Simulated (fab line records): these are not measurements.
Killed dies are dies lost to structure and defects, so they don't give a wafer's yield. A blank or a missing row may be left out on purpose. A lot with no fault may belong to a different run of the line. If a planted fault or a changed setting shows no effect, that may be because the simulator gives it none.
Problem report in the 8D (eight disciplines) form, filled by code    flow rit cmos    the parts of the form that need people (team, actions taken, sign-off) are left out

== 1. WHAT IS WRONG ==
Mean NRETRO_OVL at RIT_NRETRO_OVL_MEAS_06: -299.0 nm over 12 wafers in 4 lots; fault-free wafers: 0.1 nm, standard deviation 1.3. So: -99 or more standard deviations from the usual mean.
The first sign was on wafer L807.2 at day 4 22:48, on overlay-02. At this step, 48 wafers from 16 lots have a number in the record. Rule for "out" (also "out of limits"): further than 4 standard deviations from the usual mean. The rest of the wafers with a number are treated as sound.

== 2. WHAT IT IS; WHAT IT IS NOT ==
question                     is                      is not
which readings at this step  NRETRO_OVL              -
which lots                   L807, L810, L811, L815  L794, L795, L797, L798, L799, L801, L805, L806, L808, L813, L816, L817
which wafers of those lots   all that have a number  -
read on which gauges         overlay-01, overlay-02  -
when                         from day 4 22:48        up to then (24 sound wafers); but 12 sound wafers of L808, L813, L816, L817 came after

== 3. SUSPECTS, AND WHAT RULES EACH OUT ==
Counting: a tool at a process step up to the reading stays a suspect if it ran every lot that is out and no sound lot after the first of them.
- the gauge at RIT_NRETRO_OVL_MEAS_06: ruled out. 2 gauges (overlay-01, overlay-02) read the wafers that are out.
- iline stepper-02 at RIT_NRETRO_EXPOSE_03 (exposes mask M4, target cd 43900 nm): kept. It ran every lot that is out, first L807 (day 4 22:23), and no sound lot after that; its last sound lot up to then is L805 (day 4 11:48).
Left after counting: iline stepper-02 at RIT_NRETRO_EXPOSE_03.

== 4. THE CAUSE (what the simulator had put in) ==
Scanner matching overlay: iline stepper-02, from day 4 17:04 on, at RIT_NRETRO_EXPOSE_03. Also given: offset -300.
The count eliminated every tool but this one.

== 5. THE EFFECT CHAIN, in route order ==
One row per reading whose mean, taken over the struck wafers that have a number, lies over 3 standard deviations from the usual. Only readings for which the record gives a usual standard deviation are gone through. hours: the time from each lot's start at the first step in this table that gives one to its start at this step, as a median over the lots. sigmas: the change in usual standard deviations.
hours  step                    reading     usual   on struck wafers  change  sigmas
0      RIT_NRETRO_OVL_MEAS_06  NRETRO_OVL  0.1 nm  -299.0            -299.1  -99 or more

== 6. WHAT WOULD HAVE CAUGHT IT SOONER ==
In this record the first reading out of limits at a measuring or inspecting step was taken at day 4 22:48, 6 hours after the fault began at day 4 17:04.
Tool readings at RIT_NRETRO_EXPOSE_03 with a usual standard deviation given in the record: none out on any struck wafer, hence no alarm at a limit of 4 standard deviations on them.
Among the 4 lots that are out, L810, L811, L815 began RIT_NRETRO_EXPOSE_03 on iline stepper-02 after day 4 22:48. A hold on the tool at that time would have spared those 3.
